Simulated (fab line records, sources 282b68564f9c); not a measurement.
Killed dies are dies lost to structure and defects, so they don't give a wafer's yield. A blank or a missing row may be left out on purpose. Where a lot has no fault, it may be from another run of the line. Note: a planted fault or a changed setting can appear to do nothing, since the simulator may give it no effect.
Split-lot study / flow rit_cmos / 27 wafers read across 5 lots, on a route 202 steps long

## ON THE SPLIT
At RIT_ACTIVE_OXIDATION_01 (target thk 46.8 nm, ox time 3360 s), the setting ox_time_s was moved away from the recipe's 3360 s on 18 of the 27 wafers read, by -34.0% to +59.0%. For the rest of the wafers, this setting stayed at what the recipe calls for.

Between the split and the reading, the file records no step.

## THE READING
Values of ACTIVE_OXIDE_THK in nm from RIT_ACTIVE_THK_MEAS_02. On this fab line, fault-free wafers typically give 46.8 nm with a standard deviation of 0.75 nm.

wafer=L075.1; tool, chamber at the split=-, -; ox_time_s as run, s=3360; against the recipe=recipe; ACTIVE_OXIDE_THK, nm=46.1; against lot-mates on the recipe=-
wafer=L075.2; tool, chamber at the split=-, -; ox_time_s as run, s=3360; against the recipe=recipe; ACTIVE_OXIDE_THK, nm=46.4; against lot-mates on the recipe=-
wafer=L075.3; tool, chamber at the split=-, -; ox_time_s as run, s=3360; against the recipe=recipe; ACTIVE_OXIDE_THK, nm=47.0; against lot-mates on the recipe=-
wafer=L075.4; tool, chamber at the split=-, -; ox_time_s as run, s=3360; against the recipe=recipe; ACTIVE_OXIDE_THK, nm=46.8; against lot-mates on the recipe=-
wafer=L075.5; tool, chamber at the split=-, -; ox_time_s as run, s=3360; against the recipe=recipe; ACTIVE_OXIDE_THK, nm=46.3; against lot-mates on the recipe=-
wafer=L075.6; tool, chamber at the split=-, -; ox_time_s as run, s=3360; against the recipe=recipe; ACTIVE_OXIDE_THK, nm=46.7; against lot-mates on the recipe=-
wafer=L076.1; tool, chamber at the split=-, -; ox_time_s as run, s=4278; against the recipe=+27.3%; ACTIVE_OXIDE_THK, nm=53.7; against lot-mates on the recipe=no lot-mate on the recipe
wafer=L076.2; tool, chamber at the split=-, -; ox_time_s as run, s=4278; against the recipe=+27.3%; ACTIVE_OXIDE_THK, nm=54.8; against lot-mates on the recipe=no lot-mate on the recipe
wafer=L076.3; tool, chamber at the split=-, -; ox_time_s as run, s=4278; against the recipe=+27.3%; ACTIVE_OXIDE_THK, nm=53.4; against lot-mates on the recipe=no lot-mate on the recipe
wafer=L076.4; tool, chamber at the split=-, -; ox_time_s as run, s=4278; against the recipe=+27.3%; ACTIVE_OXIDE_THK, nm=54.1; against lot-mates on the recipe=no lot-mate on the recipe
wafer=L076.5; tool, chamber at the split=-, -; ox_time_s as run, s=4278; against the recipe=+27.3%; ACTIVE_OXIDE_THK, nm=53.8; against lot-mates on the recipe=no lot-mate on the recipe
wafer=L076.6; tool, chamber at the split=-, -; ox_time_s as run, s=4278; against the recipe=+27.3%; ACTIVE_OXIDE_THK, nm=53.9; against lot-mates on the recipe=no lot-mate on the recipe
wafer=L079.1; tool, chamber at the split=furnace-03, 0; ox_time_s as run, s=3360; against the recipe=recipe; ACTIVE_OXIDE_THK, nm=45.6; against lot-mates on the recipe=-
wafer=L079.4; tool, chamber at the split=furnace-03, 0; ox_time_s as run, s=3360; against the recipe=recipe; ACTIVE_OXIDE_THK, nm=45.6; against lot-mates on the recipe=-
wafer=L079.5; tool, chamber at the split=furnace-03, 0; ox_time_s as run, s=3360; against the recipe=recipe; ACTIVE_OXIDE_THK, nm=45.6; against lot-mates on the recipe=-
wafer=L082.1; tool, chamber at the split=-, -; ox_time_s as run, s=5343; against the recipe=+59.0%; ACTIVE_OXIDE_THK, nm=64.0; against lot-mates on the recipe=no lot-mate on the recipe
wafer=L082.2; tool, chamber at the split=-, -; ox_time_s as run, s=5343; against the recipe=+59.0%; ACTIVE_OXIDE_THK, nm=65.1; against lot-mates on the recipe=no lot-mate on the recipe
wafer=L082.3; tool, chamber at the split=-, -; ox_time_s as run, s=5343; against the recipe=+59.0%; ACTIVE_OXIDE_THK, nm=64.9; against lot-mates on the recipe=no lot-mate on the recipe
wafer=L082.4; tool, chamber at the split=-, -; ox_time_s as run, s=5343; against the recipe=+59.0%; ACTIVE_OXIDE_THK, nm=63.6; against lot-mates on the recipe=no lot-mate on the recipe
wafer=L082.5; tool, chamber at the split=-, -; ox_time_s as run, s=5343; against the recipe=+59.0%; ACTIVE_OXIDE_THK, nm=64.0; against lot-mates on the recipe=no lot-mate on the recipe
wafer=L082.6; tool, chamber at the split=-, -; ox_time_s as run, s=5343; against the recipe=+59.0%; ACTIVE_OXIDE_THK, nm=64.7; against lot-mates on the recipe=no lot-mate on the recipe
wafer=L084.1; tool, chamber at the split=-, -; ox_time_s as run, s=2219; against the recipe=-34.0%; ACTIVE_OXIDE_THK, nm=34.8; against lot-mates on the recipe=no lot-mate on the recipe
wafer=L084.2; tool, chamber at the split=-, -; ox_time_s as run, s=2219; against the recipe=-34.0%; ACTIVE_OXIDE_THK, nm=35.6; against lot-mates on the recipe=no lot-mate on the recipe
wafer=L084.3; tool, chamber at the split=-, -; ox_time_s as run, s=2219; against the recipe=-34.0%; ACTIVE_OXIDE_THK, nm=34.7; against lot-mates on the recipe=no lot-mate on the recipe
wafer=L084.4; tool, chamber at the split=-, -; ox_time_s as run, s=2219; against the recipe=-34.0%; ACTIVE_OXIDE_THK, nm=34.9; against lot-mates on the recipe=no lot-mate on the recipe
wafer=L084.5; tool, chamber at the split=-, -; ox_time_s as run, s=2219; against the recipe=-34.0%; ACTIVE_OXIDE_THK, nm=36.3; against lot-mates on the recipe=no lot-mate on the recipe
wafer=L084.6; tool, chamber at the split=-, -; ox_time_s as run, s=2219; against the recipe=-34.0%; ACTIVE_OXIDE_THK, nm=35.4; against lot-mates on the recipe=no lot-mate on the recipe

FIT RESULTS
A straight line over all 27 wafers: ACTIVE_OXIDE_THK changes by +0.31 nm for each +1% of ox_time_s; r = +1.00; the points scatter about the line by 0.61 nm.
Too few moved wafers have a lot-mate on the recipe to fit a line with each lot's own level taken away.

## THE WHOLE CHAIN: every reading that the file lists as answering this split, in the file's order
step=RIT_ACTIVE_OXIDATION_01; what it does=target thk 46.8 nm, ox time 3360 s; reading=SiO2_of_ACTIVE_OXIDATION_01.thk_nm (the simulator's own value, which no gauge read); change (the file's fit)=+0.31 nm for each +1% of the setting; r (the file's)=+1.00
step=RIT_ACTIVE_THK_MEAS_02; what it does=; reading=ACTIVE_OXIDE_THK; change (the file's fit)=+0.31 for each +1% of the setting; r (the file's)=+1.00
step=RIT_ACTIVE_ETCH_13; what it does=etches Si3N4 in SF6, stops on SiO2, time 210 s, target depth 210 nm; reading=SiO2_of_ACTIVE_OXIDATION_01.thk_nm (the simulator's own value, which no gauge read); change (the file's fit)=+0.316 nm for each +1% of the setting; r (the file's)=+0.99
step=RIT_FOX2_WET_ETCH_03; what it does=etches Si3N4 in H3PO4, target depth 195 nm, time 2700 s; reading=SiO2_of_ACTIVE_OXIDATION_01.thk_nm (the simulator's own value, which no gauge read); change (the file's fit)=+0.283 nm for each +1% of the setting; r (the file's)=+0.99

## FILE'S OWN FIT
ACTIVE_OXIDE_THK changes by +0.31 nm for each +1% of ox_time_s, r = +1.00.
